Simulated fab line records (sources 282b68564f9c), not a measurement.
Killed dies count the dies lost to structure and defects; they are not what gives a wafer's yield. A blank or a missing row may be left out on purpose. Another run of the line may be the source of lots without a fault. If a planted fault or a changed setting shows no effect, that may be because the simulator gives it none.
Comparing a struck lot with a sound one :: flow rit_cmos :: 17 steps out of a route of 202
Sound: the wafers L949.3, L949.5, L949.6. Wafers struck: L958.1, L958.4, L958.5. The cause is named last.
Each step with rows lists, per side, the tool, then ch with its chambers, then its first start. Under that, the readings that differ: sound wafers :: struck wafers :: difference of the means :: sigmas: that difference in standard deviations of wafers without a fault.
alike: readings with means less than 2 such deviations apart, plus words and numbers identical on both sides. not compared: withheld readings, readings lacking a value on some wafer, bounds such as >300 that could conceal the same value, and numbers that have no deviation in the record and whose values overlap.
Wherever a step has rows on one side only, a row that says differs or no value, or a row with sigmas, the two part there. Non-overlapping numbers with no deviation appear without sigmas and do not part them. Lack of a reading on every wafer of one side parts them only where that side has two or more wafers.

RIT_PWELL_TW_MEAS_10:
  sound on film_metro-02, day 4 01:14; struck on film_metro-01, day 5 22:47
  alike: PWELL_TW
then, 1 step without rows for these wafers: RIT_WELLDRIVE_ANNEAL_00 (time 14700 s).
RIT_WELLDRIVE_RS_MEAS_01: uses a four-point probe to measure.
  sound on film_metro-01, day 4 07:44; struck on film_metro-01, day 6 03:56
  alike: NWELL_RS
RIT_WELLDRIVE_RS_MEAS_02: uses a four-point probe to measure.
  sound on film_metro-01, day 4 07:52; struck on film_metro-01, day 6 04:04
  alike: PWELL_RS
then, 6 steps without rows for these wafers: RIT_NRETRO_HMDS_00 (prime time 60 s); RIT_NRETRO_COAT_01 (resist thk 1300 nm); RIT_NRETRO_SOFTBAKE_02 (time 60 s); RIT_NRETRO_EXPOSE_03 (exposes mask M4, target cd 43900 nm); RIT_NRETRO_PEB_04; RIT_NRETRO_DEVELOP_05 (develop time 68 s).
RIT_NRETRO_OVL_MEAS_06:
  sound on overlay-02, day 4 08:50; struck on overlay-02, day 6 05:12
  alike: NRETRO_OVL
then, 1 step without rows for these wafers: RIT_NRETRO_HARDBAKE_07 (time 120 s).
RIT_NRETRO_IMPLANT_08:
  sound on implanter-04 ch 0, day 4 09:10; struck on implanter-04 ch 0, day 6 05:29
reading: dose_ions_cm2
sound: 1.0009e+13 1.002e+13 1.0008e+13
struck: 5.522e+12 5.527e+12 5.498e+12
difference: -4.497e+12
sigmas: -99 or more

reading: faraday_current_uA
sound: 32.8 32.2 31.3
struck: 17.3 17.4 17.5
difference: -14.7
sigmas: -24
RIT_NRETRO_STRIP_09: strips in O2, time 180 s.
  sound on plasma_asher-03 ch 0,1, day 4 09:19; struck on plasma_asher-04 ch 1, day 6 05:38
  alike: drypump_motor_current_A, o2_flow_sccm
  not compared: rf_hours_counter_h
RIT_NRETRO_TW_MEAS_10:
  sound on film_metro-01, day 4 09:27; struck on film_metro-04, day 6 05:49
reading: NRETRO_TW
sound: 1056 1050 1046
struck: 865 867 863
difference: -186
sigmas: -27
then, 1 step without rows for these wafers: RIT_PRETRO_HMDS_00 (prime time 60 s).
RIT_M1_PROBE_99:
  sound on prober-02, day 5 23:04; struck on prober-01, day 7 10:06
reading: model.etest.pmos_0p3.r_on_ohm_um
sound: 6101 6158 6302
struck: 5729 5844 5801
difference: -396
sigmas: 

reading: model.etest.pmos_turned.r_on_ohm_um
sound: 3379 3376 3569
struck: 3134 3186 3096
difference: -303
sigmas: 

reading: model.etest.pmos_0p15.r_on_ohm_um
sound: 2692 2692 2811
struck: 2570 2638 2552
difference: -145
sigmas: 

reading: model.etest.pmos_0p15.drive_ua_um
sound: 262.4 264.8 250.7
struck: 291.5 286.5 291.4
difference: +30.5
sigmas: 

reading: model.etest.pmos_turned.drive_ua_um
sound: 191.2 190.2 178.2
struck: 223.3 217.8 227.3
difference: +36.3
sigmas: 

reading: model.etest.pmos_narrow.drive_ua_um
sound: 107.4 105.9 103.3
struck: 122.8 119.8 121.1
difference: +15.7
sigmas: 

reading: model.etest.pmos_0p3.drive_ua_um
sound: 104.2 103.1 100.6
struck: 119.6 116.9 117.5
difference: +15.4
sigmas: 

reading: model.etest.well_edge_left.line_ohm_um
sound: 184.1 183.4 182.8
struck: 190.7 194.4 192.6
difference: +9.1
sigmas: 
  alike: killed_at_contacts, killed_at_front_end, killed_dies, killed_open, killed_short

== WHERE THEY PART ==
At RIT_NRETRO_IMPLANT_08 first; at RIT_NRETRO_TW_MEAS_10 last (within this record only). Later steps at which nothing parts them and some readings are alike: RIT_M1_PROBE_99.

WHY: whatever the simulator had introduced
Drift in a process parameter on implanter-04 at RIT_NRETRO_IMPLANT_08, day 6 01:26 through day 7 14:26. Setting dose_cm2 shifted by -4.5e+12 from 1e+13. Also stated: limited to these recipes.
